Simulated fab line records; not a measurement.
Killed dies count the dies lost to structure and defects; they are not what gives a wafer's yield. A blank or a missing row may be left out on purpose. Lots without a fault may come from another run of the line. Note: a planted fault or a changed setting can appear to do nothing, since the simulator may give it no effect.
fab line records -- flow rit-cmos
record lots=6, wafers=18, last-day=7
route steps=202 shown CONTACT@168 M1@202
lots untouched by any fault: they come from a run of this same line in which no faults occurred
start-h: the number of hours between the record's first day and the start of the first shown wafer of the lot -- wait-h: hours elapsed since this lot's preceding step -- " same as the row above -- L1.1+2: a single row standing in for several wafers -- - either no value or no given start -- * or withheld: withheld -- < > ~ a bound
route shown NAME@n: a module of which the file shows steps, and the number in the route of the first -- usual: mean/standard deviation of fault-free wafers -- same: alike in all rows -- chamber/n: place in a boat -- sites: per-site readings -- _std_site: the values' standard deviation -- _edge_site: mean of outer sites minus mean of inner sites -- radius-mm: for every site, how far away it sits from the centre of the wafer -- mask NAME#n: copy n -- behind: the tool/chamber that last shaped the wafer -- hold: the reason the lot was held/the length of the hold in hours/how it ended -- device: whichever transistor did not switch (one of n, p or np) -- end of line: tests of these same wafers at the route's end -- where a step has no rows: the recipe by itself -- killed: at the first sort, the dies lost to defects and structure; wafer yield is something else -- map: a wafer's dies, marking killed ones x, the rest . and places with no die _
set.NAME: the run value of the setting; set.NAME@STEP: its run value at that earlier step -- model.NAME: the simulator's own value behind a step, which no gauge read
lots at selected steps of the route; one table per step, one row per wafer
services: the hour from which a tool's chamber was out of use, counted from the record's first day as start-h (under 0 if before that day), plus the number of hours and why
## steps
# step RIT_CONTACT_CVD_00
# recipe material=SiO2, target-thk-nm=400, precursor=TEOS, temp-c=390, time-s=61, rf-w=400
# usual heater-power-w=313/50
lot.wafer,tool,chamber,start-h,wait-h,heater-power-w
L784.1,pecvd-03,0,68.63,0.1,218
L784.2,pecvd-03,1,68.63,0.1,351
L784.5,pecvd-03,0,68.63,0.1,234
L789.3,pecvd-01,1,96.25,0.0,297
L789.4,pecvd-01,0,96.25,0.0,272
L789.6,pecvd-01,1,96.25,0.0,294
L791.1,pecvd-03,2,98.62,0.1,337
L791.5,pecvd-03,1,98.62,0.1,293
L791.6,pecvd-03,2,98.62,0.1,361
L790.2,pecvd-02,0,102.79,0.0,315
L790.4,pecvd-02,0,102.79,0.0,324
L790.5,pecvd-02,1,102.79,0.0,267
L798.2,pecvd-01,0,140.01,0.0,274
L798.3,pecvd-01,0,140.01,0.0,297
L798.5,pecvd-01,0,140.01,0.0,303
L803.1,pecvd-02,1,161.40,0.1,271
L803.3,pecvd-02,0,161.40,0.1,307
L803.4,pecvd-02,2,161.40,0.1,342
# step RIT_CONTACT_THK_MEAS_01
# recipe reads=SiO2_of_CONTACT_CVD_00
# usual CONTACT_TEOS_THK=400/4.8
lot.wafer,tool,chamber,start-h,wait-h,CONTACT_TEOS_THK[nm]
L784.1,film-metro-01,-,68.68,0.0,392
L784.2,film-metro-01,-,68.68,0.0,396
L784.5,film-metro-01,-,68.68,0.0,395
L789.3,film-metro-04,-,96.32,0.0,395
L789.4,film-metro-04,-,96.32,0.0,404
L789.6,film-metro-04,-,96.32,0.0,402
L791.1,film-metro-04,-,98.67,0.0,398
L791.5,film-metro-04,-,98.67,0.0,410
L791.6,film-metro-04,-,98.67,0.0,405
L790.2,film-metro-01,-,102.85,0.0,397
L790.4,film-metro-01,-,102.85,0.0,404
L790.5,film-metro-01,-,102.85,0.0,405
L798.2,film-metro-04,-,140.10,0.1,395
L798.3,film-metro-04,-,140.10,0.1,397
L798.5,film-metro-04,-,140.10,0.1,399
L803.1,film-metro-02,-,161.45,0.0,397
L803.3,film-metro-02,-,161.45,0.0,404
L803.4,film-metro-02,-,161.45,0.0,407
# step RIT_CONTACT_HMDS_02
# recipe prime-time-s=60, prime-temp-c=140
# step RIT_CONTACT_COAT_03
# recipe resist=NOVOLAK, spin-rpm=3250, resist-thk-nm=1000
# step RIT_CONTACT_SOFTBAKE_04
# recipe resist=NOVOLAK, temp-c=90, time-s=60
# step RIT_CONTACT_EXPOSE_05
# recipe mask-id=M11, na=0.6, source-shape=conventional, sigma-outer=0.5, target-cd-nm=1000, dose-mj=250
# step RIT_CONTACT_PEB_06
# recipe resist=NOVOLAK, temp-c=withheld, time-s=withheld
# step RIT_CONTACT_DEVELOP_07
# recipe resist=NOVOLAK, develop-time-s=120, dev-temp-c=23
# step RIT_CONTACT_CD_MEAS_08
# recipe target-cd-nm=1000
# usual cd-nm=999.8/2.4
lot.wafer,tool,chamber,start-h,wait-h,cd-nm
L784.1,cd-sem-01,-,70.04,-,1000.4
L784.2,cd-sem-01,-,70.04,-,999.4
L784.5,cd-sem-01,-,70.04,-,1003.0
L789.3,cd-sem-02,-,97.55,-,998.5
L789.4,cd-sem-02,-,97.55,-,999.4
L789.6,cd-sem-02,-,97.55,-,998.5
L791.1,cd-sem-02,-,99.70,-,1001.1
L791.5,cd-sem-02,-,99.70,-,1000.4
L791.6,cd-sem-02,-,99.70,-,1002.1
L790.2,cd-sem-02,-,104.01,-,997.2
L790.4,cd-sem-02,-,104.01,-,996.8
L790.5,cd-sem-02,-,104.01,-,996.6
L798.2,cd-sem-01,-,141.26,-,1001.3
L798.3,cd-sem-01,-,141.26,-,1003.8
L798.5,cd-sem-01,-,141.26,-,1001.5
L803.1,cd-sem-01,-,162.60,-,1002.9
L803.3,cd-sem-01,-,162.60,-,1002.8
L803.4,cd-sem-01,-,162.60,-,1004.8
# step RIT_CONTACT_OVL_MEAS_09
# usual CONTACT_OVL=0.6/1.1
lot.wafer,tool,chamber,start-h,wait-h,CONTACT_OVL[nm]
L784.1,overlay-01,-,70.16,0.1,1.1
L784.2,overlay-01,-,70.16,0.1,1.3
L784.5,overlay-01,-,70.16,0.1,2.1
L789.3,overlay-02,-,97.64,0.1,0.8
L789.4,overlay-02,-,97.64,0.1,0.7
L789.6,overlay-02,-,97.64,0.1,2.7
L791.1,overlay-01,-,99.82,0.1,1.2
L791.5,overlay-01,-,99.82,0.1,-0.7
L791.6,overlay-01,-,99.82,0.1,0.5
L790.2,overlay-02,-,104.12,0.1,0.3
L790.4,overlay-02,-,104.12,0.1,-0.5
L790.5,overlay-02,-,104.12,0.1,-1.3
L798.2,overlay-01,-,141.36,0.1,0.5
L798.3,overlay-01,-,141.36,0.1,1.3
L798.5,overlay-01,-,141.36,0.1,1.5
L803.1,overlay-02,-,162.72,0.1,-0.1
L803.3,overlay-02,-,162.72,0.1,0.2
L803.4,overlay-02,-,162.72,0.1,0.1
# step RIT_CONTACT_HARDBAKE_10
# recipe resist=NOVOLAK, temp-c=140, time-s=60
# step RIT_CONTACT_ETCH_11
# recipe target-depth-a=4800, over-etch-frac=0.2, stop-on=TiSi2, chemistry=CHF3/CF4/Ar, target=SiO2, CHF3_flow_sccm=50, cf4-flow-sccm=10, Ar_flow_sccm=100, O2_flow_sccm=5, pressure-mtorr=100, rf-w=200, time-s=320
# usual drypump-motor-current-A=5.7/0.49, oes-product-au=0.984/0.014, throttle-valve-pct=8.83/0.12
lot.wafer,tool,chamber,start-h,wait-h,drypump-motor-current-A,oes-product-au,rf-hours-counter-h,throttle-valve-pct
L784.1,rie-diel-04,2,70.34,0.1,6.0,0.957,5,8.62
L784.2,rie-diel-04,1,70.34,0.1,6.8,0.992,33,8.87
L784.5,rie-diel-04,1,70.34,0.1,6.8,0.985,-,8.87
L789.3,rie-diel-02,0,97.82,0.1,5.4,0.993,129,8.89
L789.4,rie-diel-02,3,97.82,0.1,6.4,0.983,2,8.64
L789.6,rie-diel-02,1,97.82,0.1,5.7,0.986,-,8.73
L791.1,rie-diel-01,2,100.01,0.1,5.0,0.995,75,8.77
L791.5,rie-diel-01,0,100.01,0.1,4.9,0.999,-,8.83
L791.6,rie-diel-01,1,100.01,0.1,5.9,0.978,-,8.98
L790.2,rie-diel-02,3,104.30,0.1,6.3,0.976,2,8.65
L790.4,rie-diel-02,2,104.30,0.1,5.8,0.997,119,9.01
L790.5,rie-diel-02,2,104.30,0.1,5.7,0.997,-,9.00
L798.2,rie-diel-04,0,141.54,0.1,5.3,0.990,55,8.72
L798.3,rie-diel-04,3,141.54,0.1,5.7,0.995,4,8.90
L798.5,rie-diel-04,0,141.54,0.1,5.2,0.992,-,8.74
L803.1,rie-diel-02,2,162.90,0.1,5.7,0.997,120,9.00
L803.3,rie-diel-02,1,162.90,0.1,5.7,0.985,5,8.72
L803.4,rie-diel-02,3,162.90,0.1,6.4,0.985,4,8.65
# step RIT_CONTACT_STRIP_12
# recipe chemistry=O2, time-s=172.5, resist=NOVOLAK, platen-temp-c=withheld, power-w=500, pressure-mtorr=4000, o2-flow-sccm=4000
# usual chamber-pressure-mTorr=4000/3.7, drypump-motor-current-A=5.6/0.36
lot.wafer,tool,chamber,start-h,wait-h,chamber-pressure-mTorr,drypump-motor-current-A,rf-hours-counter-h,model.NOVOLAK_of_CONTACT_COAT_03.thk-nm
L784.1,plasma-asher-01,1,70.54,0.1,3998,5.8,36,0
L784.2,plasma-asher-01,0,70.54,0.1,3994,5.9,36,0
L784.5,plasma-asher-01,1,70.54,0.1,4003,5.7,-,0
L789.3,plasma-asher-03,0,98.07,0.2,-,-,-,775.3
L789.4,plasma-asher-03,1,98.07,0.2,-,-,-,769.7
L789.6,plasma-asher-03,1,98.07,0.2,-,-,-,765.8
L791.1,plasma-asher-03,1,100.20,0.1,-,-,-,772.2
L791.5,plasma-asher-03,0,100.20,0.1,-,-,-,774
L791.6,plasma-asher-03,1,100.20,0.1,-,-,-,775.4
L790.2,plasma-asher-03,0,104.49,0.1,4000,5.2,32,0
L790.4,plasma-asher-03,0,104.49,0.1,3998,5.2,-,0
L790.5,plasma-asher-03,1,104.49,0.1,4002,5.1,-,0
L798.2,plasma-asher-01,0,141.74,0.1,4003,5.9,44,0
L798.3,plasma-asher-01,1,141.74,0.1,3993,5.7,-,0
L798.5,plasma-asher-01,0,141.74,0.1,3998,5.9,-,0
L803.1,plasma-asher-01,0,163.10,0.1,4005,5.9,47,0
L803.3,plasma-asher-01,0,163.10,0.1,4003,6.0,-,0
L803.4,plasma-asher-01,1,163.10,0.1,4002,5.7,-,0
# step RIT_CONTACT_CD_MEAS_90
# recipe target-cd-nm=1000
# usual cd-nm=999.9/2.4
lot.wafer,tool,chamber,start-h,wait-h,cd-nm
L784.1,cd-sem-02,-,70.71,0.1,1000.7
L784.2,cd-sem-02,-,70.71,0.1,999.7
L784.5,cd-sem-02,-,70.71,0.1,1003.3
L789.3,cd-sem-02,-,98.23,0.1,999.1
L789.4,cd-sem-02,-,98.23,0.1,1000.5
L789.6,cd-sem-02,-,98.23,0.1,999.0
L791.1,cd-sem-02,-,100.38,0.1,1001.5
L791.5,cd-sem-02,-,100.38,0.1,1000.7
L791.6,cd-sem-02,-,100.38,0.1,1002.3
L790.2,cd-sem-02,-,104.69,0.1,998.4
L790.4,cd-sem-02,-,104.69,0.1,997.1
L790.5,cd-sem-02,-,104.69,0.1,996.4
L798.2,cd-sem-02,-,141.93,0.1,1001.4
L798.3,cd-sem-02,-,141.93,0.1,1003.2
L798.5,cd-sem-02,-,141.93,0.1,1001.4
L803.1,cd-sem-02,-,163.27,0.1,1002.2
L803.3,cd-sem-02,-,163.27,0.1,1003.2
L803.4,cd-sem-02,-,163.27,0.1,1005.1
# step RIT_M1_PROBE_99
# usual killed_at_M0_to_M3=0/0, killed-at-front-end=6.6/2.8, killed-dies=6.6/2.8, killed-on-rim=1.8/1.4, killed-open=3.3/2, killed-short=3.2/1.7
# same gross-dies=264, killed_at_M4_up=0, killed-at-back-side=0, killed-at-contacts=0, killed-at-other=0
lot.wafer,tool,chamber,start-h,wait-h,killed_at_M0_to_M3,killed-at-front-end,killed-dies,killed-on-rim,killed-open,killed-short
L789.3,prober-01,-,103.03,0.2,258,6,264,70,3,3
L789.4,prober-01,-,103.08,0.2,257,7,264,70,5,2
L789.6,prober-01,-,103.18,0.2,258,6,264,70,2,4
L791.1,prober-02,-,105.01,0.1,256,8,264,70,4,3
L791.5,prober-02,-,105.21,0.2,261,3,264,70,0,3
L791.6,prober-02,-,105.26,0.2,252,12,264,70,6,5
L790.2,prober-01,-,109.23,0.1,0,5,5,2,1,4
L790.4,prober-01,-,109.33,0.2,0,5,5,2,1,4
L790.5,prober-01,-,109.38,0.2,0,4,4,1,2,2
L798.2,prober-02,-,146.75,0.1,0,7,7,2,4,1
L798.3,prober-02,-,146.80,0.2,0,8,8,2,4,4
L798.5,prober-02,-,146.90,0.2,0,10,10,4,5,3
# killed by level:class
L789.3 M1:area-sputter=258 GATE:geometric-particle:short=2 FOX1:geometric-particle:open=1 FOX2:geometric-particle:short=1 GATE:geometric-particle:open=1 SILICIDE:geometric-particle:open=1
L789.4 M1:area-sputter=257 GATE:geometric-particle:short=2 REOX:geometric-particle:open=2 GATE:geometric-particle:open=1 SPACER:geometric-particle:open=1 SILICIDE:geometric-particle:open=1
L789.6 M1:area-sputter=258 GATE:geometric-particle:short=3 FOX1:geometric-particle:short=1 SPACER:geometric-particle:open=1 SILICIDE:geometric-particle:open=1
L791.1 M1:area-sputter=256 GATE:geometric-particle:open=2 SPACER:geometric-particle:open=2 FOX1:geometric-particle:short=1 REOX:geometric-particle:short=1 SPACER:geometric-particle:short=1 NSD:coat-microbubble-printed=1
L791.5 M1:area-sputter=261 GATE:geometric-particle:short=3
L791.6 M1:area-sputter=252 GATE:geometric-particle:short=4 GATE:geometric-particle:open=3 FOX2:geometric-particle:open=2 FOX1:geometric-particle:open=1 FOX2:geometric-particle:short=1 NSD:coat-microbubble-printed=1
L790.2 FOX2:geometric-particle:short=2 GATE:geometric-particle:short=1 GATE:geometric-particle:open=1 SPACER:geometric-particle:short=1
L790.4 SPACER:geometric-particle:short=2 FOX1:geometric-particle:short=1 GATE:geometric-particle:open=1 REOX:geometric-particle:short=1
L790.5 FOX2:geometric-particle:open=1 GATE:geometric-particle:open=1 REOX:geometric-particle:short=1 SILICIDE:geometric-particle:short=1
L798.2 NLDD:coat-microbubble-printed=2 FOX1:geometric-particle:short=1 GATE:geometric-particle:open=1 REOX:geometric-particle:open=1 SPACER:geometric-particle:open=1 SILICIDE:geometric-particle:open=1
L798.3 GATE:geometric-particle:open=3 GATE:geometric-particle:short=2 FOX2:geometric-particle:short=1 REOX:geometric-particle:short=1 REOX:geometric-particle:open=1
L798.5 GATE:geometric-particle:open=4 GATE:geometric-particle:short=3 NLDD:coat-microbubble-printed=2 SILICIDE:geometric-particle:open=1
# map L789.3 (x killed, . not)
________xxxxxxx_______
_____xxxxxxxxxxxxx____
____xxxxxxxxxxxxxxx___
___xxxxxxxxxxxxxxxxx__
__xxxxxxxxxxxxxxxxxxx_
__xxxxxxxxxxxxxxxxxxx_
_xxxxxxxxxxxxxxxxxxxxx
_xxxxxxxxxxxxxxxxxxxxx
_xxxxxxxxxxxxxxxxxxxxx
_xxxxxxxxxxxxxxxxxxxxx
__xxxxxxxxxxxxxxxxxxx_
__xxxxxxxxxxxxxxxxxxx_
___xxxxxxxxxxxxxxxxx__
____xxxxxxxxxxxxxxx___
_____xxxxxxxxxxxxx____
________xxxxxxx_______
# map L791.1 (x killed, . not)
________xxxxxxx_______
_____xxxxxxxxxxxxx____
____xxxxxxxxxxxxxxx___
___xxxxxxxxxxxxxxxxx__
__xxxxxxxxxxxxxxxxxxx_
__xxxxxxxxxxxxxxxxxxx_
_xxxxxxxxxxxxxxxxxxxxx
_xxxxxxxxxxxxxxxxxxxxx
_xxxxxxxxxxxxxxxxxxxxx
_xxxxxxxxxxxxxxxxxxxxx
__xxxxxxxxxxxxxxxxxxx_
__xxxxxxxxxxxxxxxxxxx_
___xxxxxxxxxxxxxxxxx__
____xxxxxxxxxxxxxxx___
_____xxxxxxxxxxxxx____
________xxxxxxx_______
## services
tool,chamber,start-h,hours,kind
plasma-asher-03,-,52.89,14.6,pm
rie-diel-01,0,72.34,-,clean
rie-diel-01,0,72.34,-,consumable-replace:esc
rie-diel-01,0,72.34,20.8,scheduled-down
rie-diel-01,0,72.34,20.8,vent-cycle
rie-diel-02,0,81.92,9.5,repair
pecvd-03,-,85.27,1.0,repair
rie-diel-01,1,86.22,10.6,repair
rie-diel-04,2,87.08,5.0,repair
pecvd-01,-,89.32,6.0,pm
pecvd-01,0,99.99,13.7,repair
rie-diel-01,2,127.12,22.4,repair
plasma-asher-01,-,134.42,1.8,repair
pecvd-01,1,136.30,19.4,repair
## key
first-sign step=RIT_CONTACT_STRIP_12, reading=tool-record, direction=missing
effect step=RIT_M1_PROBE_99, reading=killed_at_M0_to_M3, direction=up, sigmas=99+, usual=0, struck=257
model-effect step=RIT_CONTACT_STRIP_12, value=NOVOLAK_of_CONTACT_COAT_03.thk-nm, without=0, struck=772.1
more-kills-born-at RIT_M1_SPUTTER_00@pvd-sputter-04=773, RIT_M1_SPUTTER_00@pvd-sputter-03=769
met-at RIT_CONTACT_STRIP_12
struck-wafers L789.3,L789.4,L789.6,L791.1,L791.5,L791.6
later-rows-left-out L789.3,L789.4,L789.6,L791.1,L791.5,L791.6
tester-left-out L789,L791
fault kind=skipped-step-whole, tool=plasma-asher-03, chamber=-, onset-h=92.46, steps=RIT_CONTACT_STRIP_12, scope=struck-lots-only
# tester-left-out: of these lots the tester's yield and bins aren't shown, on N5 and GAA mostly nor the transistor test; their killed dies are dies lost to structure and defects alone, not to doping, threshold or leakage, so they don't give the yield
# later-rows-left-out: the simulator's readings of these wafers behind a module that went badly wrong aren't trusted and aren't shown, but for the sort
